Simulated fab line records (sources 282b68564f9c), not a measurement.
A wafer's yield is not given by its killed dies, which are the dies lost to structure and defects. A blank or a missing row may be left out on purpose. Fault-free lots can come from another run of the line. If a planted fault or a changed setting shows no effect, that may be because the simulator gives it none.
fab line records -- flow ritCmos -- part 1 of 2: steps 1 to 41 of 43
record lots=6, wafers=18, lastDay=6
route steps=202 shown SDANNEAL@155 PSD@157 NSD@158 PLDD@159 NLDD@160 SILICIDE@161 CONTACT@168 M1@184
lots with no fault: from the same line, run without faults
startH: the number of hours between the record's first day and the start of the first shown wafer of the lot -- waitH: hours from the lot's prior step to this one -- " as in the row above -- L1.1+2: a single row standing in for several wafers -- - value missing, or start not given -- * or withheld: withheld -- < > ~ a bound
route shown NAME@n: names a module that has steps shown in the file, with the first one's number in the route -- usual: average and standard deviation across the fault-free wafers -- same: alike in all rows -- chamber/n: place in a boat -- sites: each site's reading -- _std_site: standard deviation of those values -- _edge_site: outer sites' mean less inner sites' -- radiusMm: how far each site lies from the wafer's centre -- mask NAME#n: copy n -- behind: tool/chamber where the wafer was last shaped -- hold: why the lot went on hold/how many hours it stayed there/how the hold came to an end -- device: which transistor (n, p or np) failed to switch -- end of line: at the end of the route, the tests of the same wafers -- step lacking rows: just its recipe -- killed: count of dies lost to structure and defects at first sort (not the wafer's yield) -- map: a wafer's dies, marking killed ones x, the rest . and places with no die _
set.NAME: the setting as run; set.NAME@STEP: as run at that earlier step -- model.NAME: the simulator's own value behind a step, which no gauge read
certain route steps with their lots: each step a table, each wafer a row
services: the hour from which a tool's chamber was out of use, counted from the record's first day as startH (under 0 if before that day), plus the number of hours and why
## steps
# step RIT_SDANNEAL_CLEAN_02
# recipe chemistry=SC2, mix=3:3:50, timeS=600, tempC=75, dry=n2Spin
# step RIT_SDANNEAL_RTA_03
# recipe tempC=1050, timeS=5, idleTempC=600, rampUpCPerS=342, rampDownCPerS=171, coolToC=600, ambient=N2
# step RIT_SDANNEAL_RS_MEAS_04
# recipe thkMeasGauge=four-point-probe
# usual PSD_RS=115.74/0.27
lot.wafer,tool,chamber,startH,waitH,PSD_RS[ohm/sq]
L264.1,filmMetro-01,-,58.50,0.0,115.70
L264.3,filmMetro-01,-,58.50,0.0,115.79
L264.4,filmMetro-01,-,58.50,0.0,115.35
L267.1,filmMetro-02,-,75.41,0.0,115.47
L267.2,filmMetro-02,-,75.41,0.0,115.55
L267.6,filmMetro-02,-,75.41,0.0,116.15
L272.1,filmMetro-02,-,97.04,0.0,115.44
L272.3,filmMetro-02,-,97.04,0.0,115.20
L272.4,filmMetro-02,-,97.04,0.0,115.36
L274.2,filmMetro-01,-,109.68,0.1,115.73
L274.3,filmMetro-01,-,109.68,0.1,115.68
L274.5,filmMetro-01,-,109.68,0.1,116.02
L277.1,filmMetro-04,-,125.68,0.0,115.71
L277.2,filmMetro-04,-,125.68,0.0,115.52
L277.6,filmMetro-04,-,125.68,0.0,115.54
L279.2,filmMetro-02,-,137.19,0.1,116.00
L279.3,filmMetro-02,-,137.19,0.1,115.88
L279.6,filmMetro-02,-,137.19,0.1,116.28
# step RIT_SDANNEAL_RS_MEAS_05
# recipe thkMeasGauge=four-point-probe
# usual NSD_RS=84.6/0.3
lot.wafer,tool,chamber,startH,waitH,NSD_RS[ohm/sq]
L264.1,filmMetro-01,-,58.62,0.1,84.1
L264.3,filmMetro-01,-,58.62,0.1,84.7
L264.4,filmMetro-01,-,58.62,0.1,84.5
L267.1,filmMetro-02,-,75.53,0.1,85.1
L267.2,filmMetro-02,-,75.53,0.1,85.2
L267.6,filmMetro-02,-,75.53,0.1,85.3
L272.1,filmMetro-02,-,97.16,0.1,84.6
L272.3,filmMetro-02,-,97.16,0.1,84.6
L272.4,filmMetro-02,-,97.16,0.1,85.0
L274.2,filmMetro-01,-,109.80,0.1,84.1
L274.3,filmMetro-01,-,109.80,0.1,84.5
L274.5,filmMetro-01,-,109.80,0.1,84.0
L277.1,filmMetro-04,-,125.80,0.1,84.8
L277.2,filmMetro-04,-,125.80,0.1,84.6
L277.6,filmMetro-04,-,125.80,0.1,84.5
L279.2,filmMetro-02,-,137.31,0.1,84.9
L279.3,filmMetro-02,-,137.31,0.1,84.3
L279.6,filmMetro-02,-,137.31,0.1,84.6
# step RIT_SDANNEAL_RS_MEAS_06
# recipe thkMeasGauge=four-point-probe
# usual PLDD_RS=177.0/0.4
lot.wafer,tool,chamber,startH,waitH,PLDD_RS[ohm/sq]
L264.1,filmMetro-01,-,58.74,0.1,176.4
L264.3,filmMetro-01,-,58.74,0.1,176.7
L264.4,filmMetro-01,-,58.74,0.1,176.6
L267.1,filmMetro-02,-,75.65,0.1,176.6
L267.2,filmMetro-02,-,75.65,0.1,176.7
L267.6,filmMetro-02,-,75.65,0.1,177.2
L272.1,filmMetro-02,-,97.28,0.1,176.6
L272.3,filmMetro-02,-,97.28,0.1,176.6
L272.4,filmMetro-02,-,97.28,0.1,176.0
L274.2,filmMetro-01,-,109.92,0.1,176.2
L274.3,filmMetro-01,-,109.92,0.1,176.6
L274.5,filmMetro-01,-,109.92,0.1,176.7
L277.1,filmMetro-04,-,125.92,0.1,176.6
L277.2,filmMetro-04,-,125.92,0.1,176.7
L277.6,filmMetro-04,-,125.92,0.1,176.3
L279.2,filmMetro-02,-,137.43,0.1,177.1
L279.3,filmMetro-02,-,137.43,0.1,177.3
L279.6,filmMetro-02,-,137.43,0.1,177.0
# step RIT_SDANNEAL_RS_MEAS_07
# recipe thkMeasGauge=four-point-probe
# usual NLDD_RS=151.8/0.47
lot.wafer,tool,chamber,startH,waitH,NLDD_RS[ohm/sq]
L264.1,filmMetro-01,-,58.86,0.1,151.8
L264.3,filmMetro-01,-,58.86,0.1,151.1
L264.4,filmMetro-01,-,58.86,0.1,151.5
L267.1,filmMetro-02,-,75.77,0.1,152.3
L267.2,filmMetro-02,-,75.77,0.1,152.6
L267.6,filmMetro-02,-,75.77,0.1,152.6
L272.1,filmMetro-02,-,97.40,0.1,152.0
L272.3,filmMetro-02,-,97.40,0.1,152.4
L272.4,filmMetro-02,-,97.40,0.1,152.3
L274.2,filmMetro-01,-,110.04,0.1,152.4
L274.3,filmMetro-01,-,110.04,0.1,152.4
L274.5,filmMetro-01,-,110.04,0.1,152.5
L277.1,filmMetro-04,-,126.04,0.1,152.2
L277.2,filmMetro-04,-,126.04,0.1,151.9
L277.6,filmMetro-04,-,126.04,0.1,152.5
L279.2,filmMetro-02,-,137.55,0.1,151.8
L279.3,filmMetro-02,-,137.55,0.1,152.2
L279.6,filmMetro-02,-,137.55,0.1,151.4
# step RIT_SILICIDE_WET_ETCH_00
# recipe chemistry=BOE, target=SiO2, targetDepthNm=14, timeS=15, dry=n2Spin, dilution=10:1, tempC=21.5
# step RIT_SILICIDE_SPUTTER_01
# recipe material=Ti, targetThkNm=30, powerW=350, chamberPressurePa=0.667, gas=Ar, timeS=248.2, substrateTempC=25
# usual throttleValvePct=29.7/0.72
lot.wafer,tool,chamber,startH,waitH,throttleValvePct
L264.1,pvdSputter-04,-,58.99,0.0,28.9
L264.3,pvdSputter-04,-,58.99,0.0,29.0
L264.4,pvdSputter-04,-,58.99,0.0,29.2
L267.1,pvdSputter-04,-,75.91,0.0,29.1
L267.2,pvdSputter-04,-,75.91,0.0,29.1
L267.6,pvdSputter-04,-,75.91,0.0,29.2
L272.1,pvdSputter-03,-,97.53,0.0,29.9
L272.3,pvdSputter-03,-,97.53,0.0,30.8
L272.4,pvdSputter-03,-,97.53,0.0,30.7
L274.2,pvdSputter-02,-,110.15,0.0,30.5
L274.3,pvdSputter-02,-,110.15,0.0,29.5
L274.5,pvdSputter-02,-,110.15,0.0,30.7
L277.1,pvdSputter-04,-,126.18,0.0,28.9
L277.2,pvdSputter-04,-,126.18,0.0,29.0
L277.6,pvdSputter-04,-,126.18,0.0,28.9
L279.2,pvdSputter-04,-,137.66,0.0,30.4
L279.3,pvdSputter-04,-,137.66,0.0,29.3
L279.6,pvdSputter-04,-,137.66,0.0,28.9
# step RIT_SILICIDE_RS_MEAS_02
# recipe thkMeasGauge=four-point-probe, reads=Ti_of_SILICIDE_SPUTTER_01
# usual SILICIDE_TI_RS=46.0/0.55
lot.wafer,tool,chamber,startH,waitH,SILICIDE_TI_RS[ohm/sq]
L264.1,filmMetro-03,-,59.14,0.1,46.7
L264.3,filmMetro-03,-,59.14,0.1,46.2
L264.4,filmMetro-03,-,59.14,0.1,46.8
L267.1,filmMetro-01,-,76.06,0.1,46.9
L267.2,filmMetro-01,-,76.06,0.1,46.1
L267.6,filmMetro-01,-,76.06,0.1,46.2
L272.1,filmMetro-01,-,97.68,0.1,46.5
L272.3,filmMetro-01,-,97.68,0.1,46.2
L272.4,filmMetro-01,-,97.68,0.1,45.9
L274.2,filmMetro-04,-,110.32,0.1,45.8
L274.3,filmMetro-04,-,110.32,0.1,45.9
L274.5,filmMetro-04,-,110.32,0.1,45.7
L277.1,filmMetro-03,-,126.33,0.1,46.3
L277.2,filmMetro-03,-,126.33,0.1,45.2
L277.6,filmMetro-03,-,126.33,0.1,45.6
L279.2,filmMetro-04,-,137.83,0.1,45.5
L279.3,filmMetro-04,-,137.83,0.1,45.7
L279.6,filmMetro-04,-,137.83,0.1,46.4
# step RIT_SILICIDE_THK_MEAS_03
# recipe thkMeasGauge=xrf, reads=Ti_of_SILICIDE_SPUTTER_01
# usual SILICIDE_TI_THK=30.7/0.33
lot.wafer,tool,chamber,startH,waitH,SILICIDE_TI_THK[nm]
L264.1,filmMetro-03,-,59.26,0.1,30.4
L264.3,filmMetro-03,-,59.26,0.1,30.7
L264.4,filmMetro-03,-,59.26,0.1,30.4
L267.1,filmMetro-01,-,76.18,0.1,30.5
L267.2,filmMetro-01,-,76.18,0.1,30.8
L267.6,filmMetro-01,-,76.18,0.1,30.9
L272.1,filmMetro-01,-,97.80,0.1,30.6
L272.3,filmMetro-01,-,97.80,0.1,30.7
L272.4,filmMetro-01,-,97.80,0.1,30.8
L274.2,filmMetro-04,-,110.43,0.1,30.7
L274.3,filmMetro-04,-,110.43,0.1,30.6
L274.5,filmMetro-04,-,110.43,0.1,30.9
L277.1,filmMetro-03,-,126.45,0.1,30.4
L277.2,filmMetro-03,-,126.45,0.1,31.0
L277.6,filmMetro-03,-,126.45,0.1,31.0
L279.2,filmMetro-04,-,137.94,0.1,30.9
L279.3,filmMetro-04,-,137.94,0.1,30.8
L279.6,filmMetro-04,-,137.94,0.1,30.4
# step RIT_SILICIDE_RTA_04
# recipe tempC=650, timeS=10, idleTempC=25, rampUpS=5, rampDownS=5, coolToC=25, ambient=N2
# usual wafer_temp_C_max=652.1/0.54
lot.wafer,tool,chamber,startH,waitH,wafer_temp_C_max
L264.1,rtpAnneal-01,0,59.32,0.1,652.5
L264.3,rtpAnneal-01,0,59.32,0.1,651.6
L264.4,rtpAnneal-01,0,59.32,0.1,652.3
L267.1,rtpAnneal-02,0,76.24,0.1,651.7
L267.2,rtpAnneal-02,0,76.24,0.1,651.3
L267.6,rtpAnneal-02,0,76.24,0.1,651.4
L272.1,rtpAnneal-01,0,97.86,0.1,653.3
L272.3,rtpAnneal-01,0,97.86,0.1,651.7
L272.4,rtpAnneal-01,0,97.86,0.1,652.7
L274.2,rtpAnneal-01,0,110.49,0.1,652.2
L274.3,rtpAnneal-01,0,110.49,0.1,652.6
L274.5,rtpAnneal-01,0,110.49,0.1,652.8
L277.1,rtpAnneal-02,0,126.51,0.1,650.9
L277.2,rtpAnneal-02,0,126.51,0.1,651.3
L277.6,rtpAnneal-02,0,126.51,0.1,651.8
L279.2,rtpAnneal-02,0,138.00,0.1,652.3
L279.3,rtpAnneal-02,0,138.00,0.1,651.5
L279.6,rtpAnneal-02,0,138.00,0.1,651.8
# step RIT_SILICIDE_WET_ETCH_05
# recipe chemistry=SPM, target=Ti, tempC=90, timeS=120, dry=n2Spin
# step RIT_SILICIDE_RTA_06
# recipe tempC=750, timeS=10, idleTempC=25, rampUpS=5, rampDownS=10, coolToC=25, ambient=N2
# usual wafer_temp_C_max=752.5/0.54
lot.wafer,tool,chamber,startH,waitH,wafer_temp_C_max
L264.1,rtpAnneal-02,0,59.43,0.0,752.3
L264.3,rtpAnneal-02,0,59.43,0.0,751.9
L264.4,rtpAnneal-02,0,59.43,0.0,752.5
L267.1,rtpAnneal-01,0,76.34,0.0,753.0
L267.2,rtpAnneal-01,0,76.34,0.0,752.6
L267.6,rtpAnneal-01,0,76.34,0.0,752.9
L272.1,rtpAnneal-02,0,98.04,0.0,752.1
L272.3,rtpAnneal-02,0,98.04,0.0,751.9
L272.4,rtpAnneal-02,0,98.04,0.0,752.3
L274.2,rtpAnneal-02,0,110.60,0.0,751.8
L274.3,rtpAnneal-02,0,110.60,0.0,752.2
L274.5,rtpAnneal-02,0,110.60,0.0,751.7
L277.1,rtpAnneal-01,0,126.62,0.0,752.3
L277.2,rtpAnneal-01,0,126.62,0.0,752.6
L277.6,rtpAnneal-01,0,126.62,0.0,753.1
L279.2,rtpAnneal-01,0,138.11,0.0,752.9
L279.3,rtpAnneal-01,0,138.11,0.0,752.3
L279.6,rtpAnneal-01,0,138.11,0.0,752.6
# step RIT_CONTACT_CVD_00
# recipe material=SiO2, targetThkNm=400, precursor=TEOS, tempC=390, timeS=61, rfW=400
# step RIT_CONTACT_THK_MEAS_01
# recipe reads=SiO2_of_CONTACT_CVD_00
# usual CONTACT_TEOS_THK=401/6
lot.wafer,tool,chamber,startH,waitH,CONTACT_TEOS_THK[nm]
L264.1,filmMetro-04,-,59.55,0.0,398
L264.3,filmMetro-04,-,59.55,0.0,397
L264.4,filmMetro-04,-,59.55,0.0,402
L267.1,filmMetro-02,-,76.46,0.0,399
L267.2,filmMetro-02,-,76.46,0.0,398
L267.6,filmMetro-02,-,76.46,0.0,407
L272.1,filmMetro-04,-,98.15,0.0,391
L272.3,filmMetro-04,-,98.15,0.0,394
L272.4,filmMetro-04,-,98.15,0.0,391
L274.2,filmMetro-02,-,110.72,0.0,398
L274.3,filmMetro-02,-,110.72,0.0,398
L274.5,filmMetro-02,-,110.72,0.0,402
L277.1,filmMetro-03,-,126.73,0.0,407
L277.2,filmMetro-03,-,126.73,0.0,400
L277.6,filmMetro-03,-,126.73,0.0,412
L279.2,filmMetro-03,-,138.26,0.1,406
L279.3,filmMetro-03,-,138.26,0.1,408
L279.6,filmMetro-03,-,138.26,0.1,411
# step RIT_CONTACT_HMDS_02
# recipe primeTimeS=60, primeTempC=140
# step RIT_CONTACT_COAT_03
# recipe resist=NOVOLAK, spinRpm=3250, resistThkNm=1000
# step RIT_CONTACT_SOFTBAKE_04
# recipe resist=NOVOLAK, tempC=90, timeS=60
# step RIT_CONTACT_EXPOSE_05
# recipe maskId=M11, na=0.6, sourceShape=conventional, sigmaOuter=0.5, targetCdNm=1000, doseMj=250
# step RIT_CONTACT_PEB_06
# recipe resist=NOVOLAK, tempC=withheld, timeS=withheld
# step RIT_CONTACT_DEVELOP_07
# recipe resist=NOVOLAK, developTimeS=114.2, devTempC=23
# step RIT_CONTACT_CD_MEAS_08
# recipe targetCdNm=1000
# usual cdNm=999.8/2.2
lot.wafer,tool,chamber,startH,waitH,cdNm
L264.1,cdSem-01,-,60.70,-,999.5
L264.3,cdSem-01,-,60.70,-,1001.1
L264.4,cdSem-01,-,60.70,-,1000.5
L267.1,cdSem-02,-,77.49,-,1004.4
L267.2,cdSem-02,-,77.49,-,1003.0
L267.6,cdSem-02,-,77.49,-,1003.9
L272.1,cdSem-02,-,99.31,-,998.3
L272.3,cdSem-02,-,99.31,-,997.4
L272.4,cdSem-02,-,99.31,-,997.3
L274.2,cdSem-01,-,111.88,-,998.8
L274.3,cdSem-01,-,111.88,-,998.0
L274.5,cdSem-01,-,111.88,-,998.5
L277.1,cdSem-01,-,127.76,-,1000.6
L277.2,cdSem-01,-,127.76,-,1001.2
L277.6,cdSem-01,-,127.76,-,1001.2
L279.2,cdSem-01,-,139.29,-,1001.2
L279.3,cdSem-01,-,139.29,-,996.2
L279.6,cdSem-01,-,139.29,-,997.7
# step RIT_CONTACT_OVL_MEAS_09
# usual CONTACT_OVL=-0.6/1.6
lot.wafer,tool,chamber,startH,waitH,CONTACT_OVL[nm]
L264.1,overlay-02,-,60.82,0.1,0.3
L264.3,overlay-02,-,60.82,0.1,-0.6
L264.4,overlay-02,-,60.82,0.1,-1.0
L267.1,overlay-01,-,77.61,0.1,1.5
L267.2,overlay-01,-,77.61,0.1,1.2
L267.6,overlay-01,-,77.61,0.1,1.8
L272.1,overlay-01,-,99.43,0.1,0.1
L272.3,overlay-01,-,99.43,0.1,1.1
L272.4,overlay-01,-,99.43,0.1,0.5
L274.2,overlay-02,-,111.98,0.1,-1.8
L274.3,overlay-02,-,111.98,0.1,-3.6
L274.5,overlay-02,-,111.98,0.1,-1.5
L277.1,overlay-01,-,127.88,0.1,0.5
L277.2,overlay-01,-,127.88,0.1,-0.5
L277.6,overlay-01,-,127.88,0.1,-1.1
L279.2,overlay-02,-,139.40,0.1,0.2
L279.3,overlay-02,-,139.40,0.1,-0.9
L279.6,overlay-02,-,139.40,0.1,0.0
# step RIT_CONTACT_HARDBAKE_10
# recipe resist=NOVOLAK, tempC=140, timeS=60
# step RIT_CONTACT_ETCH_11
# recipe targetDepthA=4800, overEtchFrac=0.2, stopOn=TiSi2, chemistry=CHF3/CF4/Ar, target=SiO2, CHF3_flow_sccm=50, cf4FlowSccm=10, Ar_flow_sccm=100, O2_flow_sccm=5, pressureMtorr=100, rfW=200, timeS=320
# usual O2_flow_sccm=4.998/0.015, drypumpMotorCurrentA=5.7/0.49, oesProductAu=0.987/0.017, rfFwdPowerW=199.7/0.67, throttleValvePct=8.90/0.13
lot.wafer,tool,chamber,startH,waitH,O2_flow_sccm,drypumpMotorCurrentA,oesProductAu,rfFwdPowerW,rfHoursCounterH,throttleValvePct
L264.1,rieDiel-01,2,61.01,0.1,4.998,5.9,0.977,199.5,151,8.67
L264.3,rieDiel-01,3,61.01,0.1,4.999,5.7,0.963,199.6,108,8.95
L264.4,rieDiel-01,1,61.01,0.1,4.974,5.3,0.987,199.2,-,8.84
L267.1,rieDiel-01,2,77.79,0.1,4.986,5.9,0.968,200.2,151,8.68
L267.2,rieDiel-01,1,77.79,0.1,5.016,5.4,0.995,199.0,163,8.84
L267.6,rieDiel-01,1,77.79,0.1,4.993,5.4,0.992,199.5,-,8.85
L272.1,rieDiel-04,0,99.61,0.1,5.019,5.9,0.979,199.5,5,9.00
L272.3,rieDiel-04,2,99.61,0.1,4.994,5.4,0.979,200.4,40,8.81
L272.4,rieDiel-04,3,99.61,0.1,5.020,5.4,0.993,199.5,19,8.91
L274.2,rieDiel-01,0,112.27,0.1,4.984,4.9,0.956,199.5,118,9.14
L274.3,rieDiel-01,1,112.27,0.1,5.021,5.3,1.013,199.0,0,8.84
L274.5,rieDiel-01,2,112.27,0.1,4.986,5.9,0.973,199.7,-,8.68
L277.1,rieDiel-02,2,128.06,0.1,4.978,5.9,1.005,201.0,50,8.82
L277.2,rieDiel-02,3,128.06,0.1,4.967,6.4,1.013,198.3,56,9.00
L277.6,rieDiel-02,1,128.06,0.1,5.006,6.5,1.005,198.8,-,8.73
L279.2,rieDiel-04,3,139.58,0.1,4.996,5.4,0.991,199.9,20,8.92
L279.3,rieDiel-04,1,139.58,0.1,4.991,5.6,0.976,199.5,90,8.81
L279.6,rieDiel-04,2,139.58,0.1,5.006,5.4,0.975,199.0,-,8.83
# step RIT_CONTACT_STRIP_12
# recipe chemistry=O2, timeS=180, resist=NOVOLAK, platenTempC=withheld, powerW=500, pressureMtorr=4000, o2FlowSccm=4000
# step RIT_CONTACT_CD_MEAS_90
# recipe targetCdNm=1000
# usual cdNm=999.8/2.3
lot.wafer,tool,chamber,startH,waitH,cdNm
L264.1,cdSem-01,-,61.38,0.1,999.2
L264.3,cdSem-01,-,61.38,0.1,1001.3
L264.4,cdSem-01,-,61.38,0.1,1000.3
L267.1,cdSem-02,-,78.16,0.1,1004.4
L267.2,cdSem-02,-,78.16,0.1,1003.5
L267.6,cdSem-02,-,78.16,0.1,1004.2
L272.1,cdSem-02,-,99.98,0.1,998.3
L272.3,cdSem-02,-,99.98,0.1,998.0
L272.4,cdSem-02,-,99.98,0.1,996.8
L274.2,cdSem-01,-,112.66,0.1,999.2
L274.3,cdSem-01,-,112.66,0.1,998.2
L274.5,cdSem-01,-,112.66,0.1,999.1
L277.1,cdSem-02,-,128.43,0.1,1000.9
L277.2,cdSem-02,-,128.43,0.1,1000.7
L277.6,cdSem-02,-,128.43,0.1,1001.5
L279.2,cdSem-01,-,139.97,0.1,1001.0
L279.3,cdSem-01,-,139.97,0.1,996.6
L279.6,cdSem-01,-,139.97,0.1,998.1
# step RIT_CONTACT_CLEAN_13
# recipe chemistry=SC1, mix=3:3:50, timeS=600, tempC=75
# step RIT_CONTACT_CLEAN_14
# recipe chemistry=SC2, mix=3:3:50, timeS=600, tempC=75, dry=n2Spin
# step RIT_M1_SPUTTER_00
# recipe material=Al, targetThkNm=400, powerW=2000, chamberPressurePa=0.4, gas=Ar, timeS=500, substrateTempC=25
# usual throttleValvePct=30.2/0.92
lot.wafer,tool,chamber,startH,waitH,throttleValvePct
L264.1,pvdSputter-02,-,61.86,0.0,29.8
L264.3,pvdSputter-02,-,61.86,0.0,30.9
L264.4,pvdSputter-02,-,61.86,0.0,30.4
L267.1,pvdSputter-03,-,78.63,0.0,30.9
L267.2,pvdSputter-03,-,78.63,0.0,30.7
L267.6,pvdSputter-03,-,78.63,0.0,31.0
L272.1,pvdSputter-01,-,100.45,0.0,31.8
L272.3,pvdSputter-01,-,100.45,0.0,29.2
L272.4,pvdSputter-01,-,100.45,0.0,29.5
L274.2,pvdSputter-01,-,113.13,0.0,30.6
L274.3,pvdSputter-01,-,113.13,0.0,31.8
L274.5,pvdSputter-01,-,113.13,0.0,29.4
L277.1,pvdSputter-03,-,128.90,0.0,28.4
L277.2,pvdSputter-03,-,128.90,0.0,29.8
L277.6,pvdSputter-03,-,128.90,0.0,29.7
L279.2,pvdSputter-02,-,140.42,0.0,29.8
L279.3,pvdSputter-02,-,140.42,0.0,29.2
L279.6,pvdSputter-02,-,140.42,0.0,30.4
# step RIT_M1_RS_MEAS_01
# recipe thkMeasGauge=four-point-probe, reads=Al_of_M1_SPUTTER_00
# usual M1_AL_RS=0.0731/0.0007
lot.wafer,tool,chamber,startH,waitH,M1_AL_RS[ohm/sq]
L264.1,filmMetro-02,-,62.16,0.1,0.0730
L264.3,filmMetro-02,-,62.16,0.1,0.0727
L264.4,filmMetro-02,-,62.16,0.1,0.0728
L267.1,filmMetro-02,-,78.93,0.1,0.0725
L267.2,filmMetro-02,-,78.93,0.1,0.0719
L267.6,filmMetro-02,-,78.93,0.1,0.0723
L272.1,filmMetro-02,-,100.75,0.1,0.0735
L272.3,filmMetro-02,-,100.75,0.1,0.0742
L272.4,filmMetro-02,-,100.75,0.1,0.0733
L274.2,filmMetro-04,-,113.44,0.2,0.0735
L274.3,filmMetro-04,-,113.44,0.2,0.0732
L274.5,filmMetro-04,-,113.44,0.2,0.0733
L277.1,filmMetro-04,-,129.20,0.1,0.0707
L277.2,filmMetro-04,-,129.20,0.1,0.0721
L277.6,filmMetro-04,-,129.20,0.1,0.0724
L279.2,filmMetro-02,-,140.73,0.2,0.0725
L279.3,filmMetro-02,-,140.73,0.2,0.0723
L279.6,filmMetro-02,-,140.73,0.2,0.0720
# step RIT_M1_THK_MEAS_02
# recipe thkMeasGauge=xrf, reads=Al_of_M1_SPUTTER_00
# usual M1_AL_THK=397/3.6
lot.wafer,tool,chamber,startH,waitH,M1_AL_THK[nm]
L264.1,filmMetro-02,-,62.28,0.1,397
L264.3,filmMetro-02,-,62.28,0.1,397
L264.4,filmMetro-02,-,62.28,0.1,396
L267.1,filmMetro-02,-,79.05,0.1,398
L267.2,filmMetro-02,-,79.05,0.1,404
L267.6,filmMetro-02,-,79.05,0.1,400
L272.1,filmMetro-02,-,100.87,0.1,395
L272.3,filmMetro-02,-,100.87,0.1,391
L272.4,filmMetro-02,-,100.87,0.1,395
L274.2,filmMetro-04,-,113.55,0.1,396
L274.3,filmMetro-04,-,113.55,0.1,398
L274.5,filmMetro-04,-,113.55,0.1,395
L277.1,filmMetro-04,-,129.32,0.1,410
L277.2,filmMetro-04,-,129.32,0.1,400
L277.6,filmMetro-04,-,129.32,0.1,398
L279.2,filmMetro-02,-,140.84,0.1,401
L279.3,filmMetro-02,-,140.84,0.1,402
L279.6,filmMetro-02,-,140.84,0.1,403
# step RIT_M1_HMDS_03
# recipe primeTimeS=60, primeTempC=140
# step RIT_M1_COAT_04
# recipe resist=NOVOLAK, spinRpm=2000, resistThkNm=1300
# step RIT_M1_SOFTBAKE_05
# recipe resist=NOVOLAK, tempC=90, timeS=60
# step RIT_M1_EXPOSE_06
# recipe maskId=M12, na=0.6, sourceShape=conventional, sigmaOuter=0.5, targetCdNm=2600, doseMj=250
# step RIT_M1_PEB_07
# recipe resist=NOVOLAK, tempC=withheld, timeS=withheld
# step RIT_M1_DEVELOP_08
# recipe resist=NOVOLAK, developTimeS=68, devTempC=23.4
# step RIT_M1_CD_MEAS_09
# recipe targetCdNm=2600
# usual cdNm=2600.2/2
lot.wafer,tool,chamber,startH,waitH,cdNm
L264.1,cdSem-02,-,63.22,-,2596.3
L264.3,cdSem-02,-,63.22,-,2597.7
L264.4,cdSem-02,-,63.22,-,2600.3
L267.1,cdSem-01,-,79.99,-,2598.0
L267.2,cdSem-01,-,79.99,-,2595.8
L267.6,cdSem-01,-,79.99,-,2597.2
L272.1,cdSem-02,-,101.93,-,2597.5
L272.3,cdSem-02,-,101.93,-,2596.4
L272.4,cdSem-02,-,101.93,-,2599.6
L274.2,cdSem-02,-,114.50,-,2602.6
L274.3,cdSem-02,-,114.50,-,2599.2
L274.5,cdSem-02,-,114.50,-,2601.8
L277.1,cdSem-01,-,130.26,-,2599.7
L277.2,cdSem-01,-,130.26,-,2600.4
L277.6,cdSem-01,-,130.26,-,2602.3
L279.2,cdSem-02,-,141.79,-,2598.8
L279.3,cdSem-02,-,141.79,-,2598.1
L279.6,cdSem-02,-,141.79,-,2597.8
# step RIT_M1_OVL_MEAS_10
# usual M1_OVL=0.1/1.4
lot.wafer,tool,chamber,startH,waitH,M1_OVL[nm]
L264.1,overlay-01,-,63.34,0.1,-0.6
L264.3,overlay-01,-,63.34,0.1,-0.3
L264.4,overlay-01,-,63.34,0.1,1.3
L267.1,overlay-01,-,80.11,0.1,0.2
L267.2,overlay-01,-,80.11,0.1,-0.1
L267.6,overlay-01,-,80.11,0.1,-1.0
L272.1,overlay-01,-,102.05,0.1,0.3
L272.3,overlay-01,-,102.05,0.1,-1.0
L272.4,overlay-01,-,102.05,0.1,0.6
L274.2,overlay-02,-,114.61,0.1,-0.5
L274.3,overlay-02,-,114.61,0.1,1.5
L274.5,overlay-02,-,114.61,0.1,1.6
L277.1,overlay-01,-,130.38,0.1,3.6
L277.2,overlay-01,-,130.38,0.1,0.7
L277.6,overlay-01,-,130.38,0.1,3.2
L279.2,overlay-02,-,141.90,0.1,-1.0
L279.3,overlay-02,-,141.90,0.1,-0.8
L279.6,overlay-02,-,141.90,0.1,-1.4
# step RIT_M1_HARDBAKE_11
# recipe resist=NOVOLAK, tempC=140, timeS=120
